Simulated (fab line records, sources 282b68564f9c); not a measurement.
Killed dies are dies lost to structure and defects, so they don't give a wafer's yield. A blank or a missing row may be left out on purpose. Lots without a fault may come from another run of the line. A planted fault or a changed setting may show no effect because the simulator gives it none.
One fault seen from 2 desks | flow rit_cmos | each desk has only its own numbers; what lay behind them comes last

THE TOOL OWNER'S DESK: iline_stepper-02
The tool's own readings at RIT_GATE_EXPOSE_13 (exposes mask M6, target cd 150 nm): means of the sampled wafers that have a number, for each lot that ran on this tool. A lot is out of limits, marked OUT, if its mean lies more than 4 standard deviations from the usual mean; the brackets give that distance.
Columns: A = exposure_dose_mJ_cm2 at RIT_GATE_EXPOSE_13, usual 379.9; B = focus_offset_nm at RIT_GATE_EXPOSE_13, usual -0.2 nm
lot  | first seen here | A     | B
L623 | day 3 03:30     | 380.0 | -0.4
L627 | day 4 00:00     | 380.2 | 0.5
L635 | day 5 16:01     | 379.8 | 0.0
L637 | day 5 22:42     | 379.6 | 0.1
L638 | day 6 04:55     | 380.1 | 0.5
This desk's finding: nothing out of limits on any of the 5 lots.

THE METROLOGY DESK
What the gauges read, lot by lot, whatever tool the lot ran on: means of the sampled wafers that have a number. A lot is out of limits, marked OUT, if its mean lies more than 4 standard deviations from the usual mean; the brackets give that distance.
Columns: A = cd_nm at RIT_GATE_CD_MEAS_16, usual 150.1 nm; B = cd_nm at RIT_GATE_CD_MEAS_90, usual 150.1 nm
lot  | first seen here | A     | B
L621 | day 2 16:05     | 147.0 | 146.8
L622 | day 2 18:41     | 152.7 | 152.6
L623 | day 3 03:54     | 152.3 | 152.5
L624 | day 3 05:17     | 150.8 | 151.1
L625 | day 3 12:51     | 153.7 | 153.8
L626 | day 3 17:53     | 154.7 | 154.8
L627 | day 4 00:28     | 155.1 | 155.1
L630 | day 4 16:12     | 151.4 | 151.4
L634 | day 5 10:11     | 152.7 | 152.7
L640 | day 6 12:57     | 148.6 | 148.5
L641 | day 6 22:48     | 150.6 | 150.6
L644 | day 7 22:13     | 148.8 | 148.7
This desk's finding: nothing out of limits on any of the 12 lots.

PUT TOGETHER
The tool owner's desk saw nothing out of limits.
The metrology desk saw nothing out of limits.

WHAT THE SIMULATOR HAD PUT IN
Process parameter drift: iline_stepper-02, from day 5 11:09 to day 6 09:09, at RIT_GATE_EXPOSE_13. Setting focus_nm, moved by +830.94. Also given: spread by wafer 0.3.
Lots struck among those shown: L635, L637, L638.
